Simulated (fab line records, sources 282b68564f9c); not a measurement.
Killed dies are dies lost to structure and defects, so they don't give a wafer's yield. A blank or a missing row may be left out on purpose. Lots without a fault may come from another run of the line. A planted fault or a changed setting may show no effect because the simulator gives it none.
fab line records | flow rit_cmos
record lots=6 wafers=18 last_day=7
route steps=202 shown NLDD@109 PLDD@114 M1@202
lots that met no fault: from a run of the same line without faults
start_h: hours from the record's first day to the start of the lot's first wafer shown | wait_h: hours since the lot's step before | " the same as in the row above | L1.1+2: a row that stands for several wafers | - no value, or no start given | * or withheld: withheld | < > ~ a bound
route shown NAME@n: a module of which the file shows steps, and the number in the route of the first | usual: mean/standard deviation of fault-free wafers | same: alike in all rows | chamber/n: place in a boat | sites: the reading at each site | _std_site: their standard deviation | _edge_site: outer sites' mean less inner sites' | radius_mm: how far each site lies from the wafer's centre | mask NAME#n: copy n | behind: the tool/chamber that last shaped the wafer | hold: why the lot was held/for how many hours/how that ended | device: the transistor (n, p or np) that didn't switch | end of line: the same wafers' tests at the end of the route | a step without rows: its recipe alone | killed: dies lost to structure and defects at the first sort, not the wafer's yield | map: a wafer's dies, x killed, . not, _ none there
set.NAME: the setting as run; set.NAME@STEP: as run at that earlier step | model.NAME: the simulator's own value behind a step, which no gauge read
lots at some steps of the route; a table a step, a row a wafer
services: from which hour (start_h, from the record's first day; less than 0 if before it) a tool's chamber was out of use, for how many hours, and why
## steps
# step RIT_NLDD_OVL_MEAS_06
# usual NLDD_OVL=-0.6/1.3
# columns lot.wafer tool chamber start_h wait_h NLDD_OVL[nm]
L799.3 overlay-01 - 43.60 - -2.0
L799.4 " - " " -1.8
L799.5 " - " " 0.0
L802.2 overlay-01 - 58.49 - -1.1
L802.5 " - " " -4.0
L802.6 " - " " -2.9
L810.1 overlay-02 - 102.68 - -0.3
L810.2 " - " " 0.6
L810.3 " - " " -0.7
L812.2 overlay-01 - 107.96 - -0.7
L812.3 " - " " -0.4
L812.4 " - " " 1.8
L816.3 overlay-01 - 129.27 - -0.4
L816.4 " - " " -0.3
L816.6 " - " " 0.3
L821.1 overlay-01 - 152.79 - -1.5
L821.4 " - " " -1.7
L821.6 " - " " -2.1
# step RIT_NLDD_HARDBAKE_07
# recipe resist=NOVOLAK temp_c=140 time_s=60
# step RIT_NLDD_IMPLANT_08
# recipe species=P energy_kev=20 dose_cm2=5e+14 tilt_deg=7
# step RIT_NLDD_STRIP_09
# recipe chemistry=O2 time_s=180 resist=NOVOLAK platen_temp_c=withheld power_w=500 pressure_mtorr=4000 o2_flow_sccm=4000
# usual drypump_motor_current_A=5.3/0.44 o2_flow_sccm=3999/11
# columns lot.wafer tool chamber start_h wait_h drypump_motor_current_A o2_flow_sccm rf_hours_counter_h
L799.3 plasma_asher-03 0 43.98 0.1 5.7 3998 -
L799.4 " 1 " " 5.0 3993 -
L799.5 " 1 " " 4.9 3989 -
L802.2 plasma_asher-03 1 58.82 0.1 4.9 3987 43
L802.5 " 0 " " 5.7 4006 -
L802.6 " 1 " " 4.9 3999 -
L810.1 plasma_asher-01 1 103.23 0.1 4.9 3985 48
L810.2 " 0 " " 5.4 3990 48
L810.3 " 1 " " 4.8 3996 -
L812.2 plasma_asher-03 1 108.31 0.1 4.9 3992 48
L812.3 " 0 " " 5.7 4009 -
L812.4 " 1 " " 4.9 4008 -
L816.3 plasma_asher-03 0 129.65 0.1 5.7 3995 -
L816.4 " 1 " " 4.9 4033 -
L816.6 " 1 " " 4.9 4011 -
L821.1 plasma_asher-03 1 153.12 0.1 4.9 3996 54
L821.4 " 0 " " 5.7 3975 -
L821.6 " 0 " " 5.7 3984 -
# step RIT_NLDD_TW_MEAS_10
# usual NLDD_TW=2486/16
# columns lot.wafer tool chamber start_h wait_h NLDD_TW
L799.3 film_metro-02 - 44.12 0.1 2488
L799.4 " - " " 2492
L799.5 " - " " 2494
L802.2 film_metro-04 - 59.00 0.1 2508
L802.5 " - " " 2507
L802.6 " - " " 2506
L810.1 film_metro-01 - 103.41 0.1 2479
L810.2 " - " " 2479
L810.3 " - " " 2486
L812.2 film_metro-02 - 108.50 0.1 2463
L812.3 " - " " 2458
L812.4 " - " " 2455
L816.3 film_metro-02 - 129.79 0.1 2472
L816.4 " - " " 2463
L816.6 " - " " 2476
L821.1 film_metro-02 - 153.30 0.1 2468
L821.4 " - " " 2469
L821.6 " - " " 2468
# step RIT_PLDD_HMDS_00
# recipe prime_time_s=60 prime_temp_c=140
# step RIT_PLDD_COAT_01
# recipe resist=NOVOLAK spin_rpm=3250 resist_thk_nm=1000
# step RIT_PLDD_SOFTBAKE_02
# recipe resist=NOVOLAK temp_c=90 time_s=60
# step RIT_PLDD_EXPOSE_03
# recipe mask_id=M8 na=0.57 target_cd_nm=40900 dose_mj=250
# step RIT_PLDD_PEB_04
# recipe resist=NOVOLAK temp_c=withheld time_s=withheld
# step RIT_PLDD_DEVELOP_05
# recipe resist=NOVOLAK develop_time_s=50 dev_temp_c=23.99
# step RIT_PLDD_OVL_MEAS_06
# usual PLDD_OVL=0.3/1.5
# columns lot.wafer tool chamber start_h wait_h PLDD_OVL[nm]
L799.3 overlay-01 - 45.19 - -0.9
L799.4 " - " " -0.9
L799.5 " - " " -1.5
L802.2 overlay-01 - 59.91 - -0.7
L802.5 " - " " -1.0
L802.6 " - " " 0.1
L810.1 overlay-02 - 104.32 - 2.5
L810.2 " - " " 3.4
L810.3 " - " " 1.6
L812.2 overlay-01 - 109.41 - 1.0
L812.3 " - " " -2.2
L812.4 " - " " -0.8
L816.3 overlay-02 - 130.89 - 0.9
L816.4 " - " " 0.0
L816.6 " - " " -0.5
L821.1 overlay-01 - 154.33 - 2.2
L821.4 " - " " 2.4
L821.6 " - " " 1.1
# step RIT_PLDD_HARDBAKE_07
# recipe resist=NOVOLAK temp_c=140 time_s=60
# usual heater_power_total_W=62.55/0.053 plate_temp_C=140.03/0.14
# columns lot.wafer tool chamber start_h wait_h heater_power_total_W plate_temp_C model.NOVOLAK_of_PLDD_COAT_01.thk_nm
L799.3 litho_track-03 0 45.26 0.1 62.49 140.10 882.1
L799.4 " 0 " " 62.49 140.15 880.8
L799.5 " 0 " " 62.56 139.95 882.3
L802.2 litho_track-01 0 59.96 0.0 62.45 140.15 880.7
L802.5 " 0 " " 62.53 140.19 883
L802.6 " 0 " " 62.62 140.17 881.4
L810.1 litho_track-03 0 104.35 0.0 59.96 135.44 895.4
L810.2 " 0 " " 59.97 135.64 894.5
L810.3 " 0 " " 59.96 135.48 894.7
L812.2 litho_track-03 0 109.46 0.0 59.82 135.33 889.6
L812.3 " 0 " " 59.78 135.53 888.5
L812.4 " 0 " " 60.01 135.69 893.7
L816.3 litho_track-01 0 130.97 0.1 62.57 140.01 881.6
L816.4 " 0 " " 62.57 139.86 884.7
L816.6 " 0 " " 62.59 139.73 880.9
L821.1 litho_track-01 0 154.37 0.0 62.68 140.20 887.7
L821.4 " 0 " " 62.63 140.18 886
L821.6 " 0 " " 62.61 140.12 884.1
# step RIT_PLDD_IMPLANT_08
# recipe species=BF2 energy_kev=20.19 dose_cm2=9e+14 tilt_deg=7
# step RIT_M1_PROBE_99
# usual killed_at_contacts=0.1/0.27 killed_at_front_end=7/3 killed_dies=7.0/3 killed_open=3.5/2.1 killed_short=3.4/1.9
# same gross_dies=264 killed_at_M0_to_M3=0 killed_at_M4_up=0 killed_at_back_side=0 killed_at_other=0
# columns lot.wafer tool chamber start_h wait_h killed_at_contacts killed_at_front_end killed_dies killed_open killed_short
L810.1 prober-02 - 119.40 0.1 0 4 4 3 1
L810.2 prober-02 - 119.45 0.1 0 3 3 2 1
L810.3 prober-02 - 119.50 0.2 0 8 8 4 4
L816.3 prober-02 - 144.89 0.2 0 13 13 7 6
L816.4 prober-02 - 144.94 0.2 0 5 5 2 3
L816.6 prober-02 - 145.04 0.2 0 9 9 4 5
# killed by level:class
L810.1 SILICIDE:geometric_particle:open=2 GATE:geometric_particle:open=1 SPACER:geometric_particle:short=1
L810.2 FOX1:geometric_particle:open=1 GATE:geometric_particle:open=1 GATE:geometric_particle:short=1
L810.3 GATE:geometric_particle:open=3 FOX2:geometric_particle:short=2 SPACER:geometric_particle:short=2 FOX2:geometric_particle:open=1
L816.3 GATE:geometric_particle:open=5 FOX1:geometric_particle:short=2 GATE:geometric_particle:short=2 FOX2:geometric_particle:short=1 REOX:geometric_particle:open=1 REOX:geometric_particle:short=1 SILICIDE:geometric_particle:open=1
L816.4 GATE:geometric_particle:short=2 FOX1:geometric_particle:open=1 FOX2:geometric_particle:short=1 FOX2:geometric_particle:open=1
L816.6 GATE:geometric_particle:open=3 FOX1:geometric_particle:short=2 GATE:geometric_particle:short=2 FOX1:geometric_particle:open=1 REOX:geometric_particle:short=1
## services
# columns tool chamber start_h hours kind
plasma_asher-03 - 63.43 0.4 repair
plasma_asher-01 - 108.87 9.0 pm
plasma_asher-01 0 108.87 9.0 vent_cycle
plasma_asher-01 1 108.87 9.0 vent_cycle
plasma_asher-01 - 117.87 2.8 pm
plasma_asher-01 0 117.87 - clean
plasma_asher-01 1 117.87 - clean
plasma_asher-01 - 120.62 14.6 pm
## key
first_sign step=RIT_PLDD_HARDBAKE_07 reading=heater_power_total_W direction=down sigmas=50 usual=62.55 struck=59.92
effect step=RIT_PLDD_HARDBAKE_07 reading=plate_temp_C direction=down sigmas=32 usual=* struck=*
model_effect step=RIT_PLDD_HARDBAKE_07 value=NOVOLAK_of_PLDD_COAT_01.thk_nm without=885.1 struck=892.7
met_at RIT_PLDD_HARDBAKE_07
struck_wafers L810.1,L810.2,L810.3,L812.2,L812.3,L812.4
tester_left_out L810,L812
onset_between 45.26 104.35
fault kind=process_parameter_drift tool=litho_track-03 chamber=- onset_h=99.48 steps=RIT_PLDD_HARDBAKE_07 channel=temp_c offset=* shape=step end_h=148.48 acts_in=* stated=*
# tester_left_out: of these lots the tester's yield and bins aren't shown, on N5 and GAA mostly nor the transistor test; their killed dies are dies lost to structure and defects alone, not to doping, threshold or leakage, so they don't give the yield
